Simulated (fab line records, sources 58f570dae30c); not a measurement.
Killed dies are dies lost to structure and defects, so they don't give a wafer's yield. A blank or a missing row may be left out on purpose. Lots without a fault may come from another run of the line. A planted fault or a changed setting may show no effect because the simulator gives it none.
One fault seen from 2 desks | flow berkeley_cmos170 | each desk has only its own numbers; what lay behind them comes last

THE TOOL OWNER'S DESK: implanter-04
The tool's own readings at UCB170_NWELL_IMPLANT_14: means of the sampled wafers that have a number, for each lot that ran on this tool. A lot is out of limits, marked OUT, if its mean lies more than 4 standard deviations from the usual mean; the brackets give that distance.
Columns: A = dose_ions_cm2 at UCB170_NWELL_IMPLANT_14, usual 1e+13; B = faraday_current_uA at UCB170_NWELL_IMPLANT_14, usual 31.7
lot  | first seen here | A                       | B
L421 | day 2 10:45     | 1e+13                   | 31.6
L425 | day 3 00:08     | 1e+13                   | 31.5
L432 | day 4 15:02     | 1e+13 (+99 or more) OUT | 45.7 (+22) OUT
L433 | day 4 18:50     | 1e+13 (+99 or more) OUT | 44.7 (+20) OUT
This desk's finding: out of limits on L432, L433; first on L432, day 4 15:02 (dose_ions_cm2 at UCB170_NWELL_IMPLANT_14). In limits: L421, L425.

THE METROLOGY DESK
What the gauges read, lot by lot, whatever tool the lot ran on: means of the sampled wafers that have a number. A lot is out of limits, marked OUT, if its mean lies more than 4 standard deviations from the usual mean; the brackets give that distance.
Columns: A = NWELL_TW at UCB170_NWELL_TW_MEAS_16, usual 1243; B = cd_nm at UCB170_PSD_CD_MEAS_06, usual 1200.2 nm; C = cd_nm at UCB170_CONTACT_CD_MEAS_15, usual 699.7 nm; D = cd_nm at UCB170_M1_CD_MEAS_09, usual 700.3 nm
lot  | first seen here | A              | B      | C     | D
L421 | day 2 11:00     | 1233           | 1201.4 | 700.4 | 698.4
L423 | day 2 19:43     | 1251           | 1200.0 | 700.0 | 698.9
L425 | day 3 00:22     | 1236           | 1198.5 | 699.1 | 701.6
L429 | day 3 21:32     | 1240           | 1198.6 | 701.4 | 701.2
L432 | day 4 15:17     | 1374 (+11) OUT | 1199.6 | 698.4 | 698.8
L433 | day 4 19:05     | 1391 (+12) OUT | 1201.0 | 698.4 | 702.5
L435 | day 5 03:50     | 1244           | 1201.3 | 697.7 | 702.2
L437 | day 5 15:41     | 1259           | 1200.0 | 699.4 | 701.9
L438 | day 5 21:31     | 1228           | 1199.8 | 699.2 | 700.7
L439 | day 6 01:03     | 1248           | 1199.3 | 700.1 | 699.0
L440 | day 6 06:35     | 1241           | 1203.2 | 699.8 | 699.4
L442 | day 6 18:36     | 1245           | 1200.8 | 701.4 | 701.0
L443 | day 7 02:37     | 1242           | 1197.1 | 699.1 | 700.9
L444 | day 7 04:05     | 1252           | 1200.7 | 702.2 | 699.9
This desk's finding: out of limits on L432, L433; first on L432, day 4 15:17 (NWELL_TW at UCB170_NWELL_TW_MEAS_16). In limits: L421, L423, L425, L429, L435, L437, L438, L439, L440, L442, L443, L444.

PUT TOGETHER
The tool owner's desk could have raised an alarm at day 4 15:02, on L432, L433.
The metrology desk could have raised an alarm at day 4 15:17, on L432, L433.
Of the lots named, all ran UCB170_NWELL_IMPLANT_14 on implanter-04.

WHAT THE SIMULATOR HAD PUT IN
Process parameter drift: implanter-04, from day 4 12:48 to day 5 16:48, at UCB170_NWELL_IMPLANT_14. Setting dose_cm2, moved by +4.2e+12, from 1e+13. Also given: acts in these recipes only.
Lots struck among those shown: L432, L433.
Hours from the fault's start to each desk's first reading out of limits: the tool owner's desk, 2; the metrology desk, 2.
